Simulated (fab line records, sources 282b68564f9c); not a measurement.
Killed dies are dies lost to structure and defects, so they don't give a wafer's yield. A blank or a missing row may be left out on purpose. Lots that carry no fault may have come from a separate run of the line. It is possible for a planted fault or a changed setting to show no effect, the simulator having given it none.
Struck lot and sound lot, side by side    flow rit cmos    15 out of 202 route steps
Sound: these wafers, L253.2, L253.5, L253.6. Wafers struck: L258.3, L258.4, L258.6. The cause is given at the end.
Each step with rows lists, per side, the tool, then ch with its chambers, then its first start. Under that, the readings that differ: sound wafers    struck wafers    difference of the means    sigmas: that difference in standard deviations of wafers without a fault.
alike: a reading whose means differ by less than 2 such deviations, as well as words and numbers matching on both sides. not compared: withheld readings; readings where some wafer has no value; bounds like >300 that might hide an equal value; numbers whose values overlap and for which the record gives no deviation.
Wherever a step has rows on one side only, a row that says differs or no value, or a row with sigmas, the two part there. Numbers that have no deviation but don't overlap get no sigmas and don't part them. Lack of a reading on every wafer of one side parts them only where that side has two or more wafers.

first, 1 step without rows for these wafers: RIT_ACTIVE_OXIDATION_01 (target thk 46.8 nm, ox time 3360 s).
RIT_ACTIVE_THK_MEAS_02:
  struck on film metro-04, day 4 03:23; sound on film metro-03, day 3 01:03
  alike: ACTIVE_OXIDE_THK
then, 1 step without rows for these wafers: RIT_ACTIVE_CVD_03 (deposits Si3N4 from SiH2Cl2/NH3, target thk 150 nm, time 1500 s).
RIT_ACTIVE_THK_MEAS_04:
  struck on film metro-01, day 4 05:34; sound on film metro-01, day 3 02:32
  alike: ACTIVE_NITRIDE_THK
then, 6 steps without rows for these wafers: RIT_ACTIVE_HMDS_05 (prime time 60 s); RIT_ACTIVE_COAT_06 (resist thk 1000 nm); RIT_ACTIVE_SOFTBAKE_07 (time 60 s); RIT_ACTIVE_EXPOSE_08 (exposes mask M1, target cd 1400 nm); RIT_ACTIVE_PEB_09; RIT_ACTIVE_DEVELOP_10 (develop time 50 s).
RIT_ACTIVE_CD_MEAS_11: target cd 1400 nm.
  struck on cd sem-02, day 4 06:37; sound on cd sem-01, day 3 03:34
reading     sound                 struck                difference  sigmas
cd nm (nm)  1398.5 1399.7 1399.5  1405.3 1405.8 1405.0  +6.1        +3
then, 1 step without rows for these wafers: RIT_ACTIVE_HARDBAKE_12 (time 60 s).
RIT_ACTIVE_ETCH_13: etches Si3N4 in SF6, stops on SiO2, time 210 s, target depth 210 nm.
  sound on rie diel-03 ch 2,3, day 3 03:49; struck on rie diel-03 ch 0,2, day 4 06:51
reading                                      sound                 struck                difference  sigmas
chamber pressure mTorr (mTorr)               259.42 259.98 260.25  208.24 208.01 207.88  -51.84      -99 or more
model.NOVOLAK_of_ACTIVE_COAT_06.thk nm (nm)  653 655.9 650.6       663.1 662.8 662       +9.5        
  alike: drypump motor current A, oes product au, throttle valve pct
  not compared: rf hours counter h
RIT_ACTIVE_STRIP_14: strips in O2, time 180 s.
  sound on plasma asher-02 ch 0,1, day 3 03:58; struck on plasma asher-03 ch 0,1, day 4 07:02
  alike: drypump motor current A
  not compared: rf hours counter h
RIT_M1_PROBE_99:
  sound wafers here have rows in the record (prober-02, day 5 09:11); struck ones have none

== WHERE THEY PART ==
First at RIT_ACTIVE_CD_MEAS_11; last, within this record, at RIT_M1_PROBE_99.

WHY: what had been put in by the simulator
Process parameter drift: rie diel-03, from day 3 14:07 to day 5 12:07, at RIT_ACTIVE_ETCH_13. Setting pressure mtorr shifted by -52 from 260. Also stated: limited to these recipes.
